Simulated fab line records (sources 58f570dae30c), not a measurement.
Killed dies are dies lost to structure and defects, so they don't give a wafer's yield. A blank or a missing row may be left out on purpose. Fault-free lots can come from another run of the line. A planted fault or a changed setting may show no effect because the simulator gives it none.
The same fault as seen by 2 desks    flow berkeley cmos170    every desk sees just its own numbers, and what lay behind them comes last

THE TOOL OWNER'S DESK: rie diel-02
The tool's own readings at UCB170_V1_ETCH_14 (etches SiO2 in CHF3/CF4/Ar, stops on Al, target depth 1250 nm, time 291 s): means of the sampled wafers that have a number, for each lot that ran on this tool. A lot is out of limits, marked OUT, if its mean lies more than 4 standard deviations from the usual mean; the brackets give that distance.
Columns: A = CHF3_flow_sccm at UCB170_V1_ETCH_14, usual 45.02 sccm; B = drypump motor current A at UCB170_V1_ETCH_14, usual 5.8 A; C = oes product au at UCB170_V1_ETCH_14, usual 0.877 a.u.; D = throttle valve pct at UCB170_V1_ETCH_14, usual 6.88 %
lot   first seen here  A      B    C      D
L817  day 7 22:44      45.13  5.8  0.871  7.02
L832  day 11 08:50     44.91  5.4  0.870  7.03
L835  day 12 01:03     45.11  5.5  0.869  6.97
This desk found nothing out of limits on any of the 3 lots.

AT THE METROLOGY DESK
Lot by lot, what the gauges showed, no matter which tool ran the lot: averages of those sampled wafers that carry a number. A lot is out of limits, marked OUT, if its mean lies more than 4 standard deviations from the usual mean; the brackets give that distance. Of its 13 readings 7 are shown: those that lie furthest out on some lot.
Columns: A = cd nm at UCB170_V1_CD_MEAS_12, usual 700.0 nm; B = cd nm at UCB170_V1_CD_MEAS_90, usual 700.0 nm; C = M2_AL_RS at UCB170_M2_RS_MEAS_02, usual 0.0321 ohm/sq; D = M2_AL_THK at UCB170_M2_THK_MEAS_03, usual 908 nm; E = cd nm at UCB170_M2_CD_MEAS_15, usual 699.3 nm; F = M2_OVL at UCB170_M2_OVL_MEAS_16, usual 0 nm; G = cd nm at UCB170_M2_CD_MEAS_90, usual 698.2 nm
lot   first seen here  A      B      C       D    E      F   G
L817  day 7 20:47      699.8  699.2  0.0319  910  699.0  -2  699.1
L819  day 8 17:59      698.2  697.9  0.0319  910  699.5  -3  697.4
L826  day 10 17:32     700.1  699.7  0.0326  898  699.3  3   699.2
L832  day 11 04:38     698.6  698.6  0.0319  917  699.4  3   696.3
L833  day 11 04:56     700.6  700.8  0.0321  914  697.3  -6  696.0
L835  day 11 22:55     700.1  700.1  0.0319  920  700.6  5   701.2
This desk found nothing out of limits on any of the 6 lots.

BROUGHT TOGETHER
The desk of the tool owner found nothing out of limits.
Metrology desk: nothing out of limits seen.

WHAT THE SIMULATOR HAD INSERTED
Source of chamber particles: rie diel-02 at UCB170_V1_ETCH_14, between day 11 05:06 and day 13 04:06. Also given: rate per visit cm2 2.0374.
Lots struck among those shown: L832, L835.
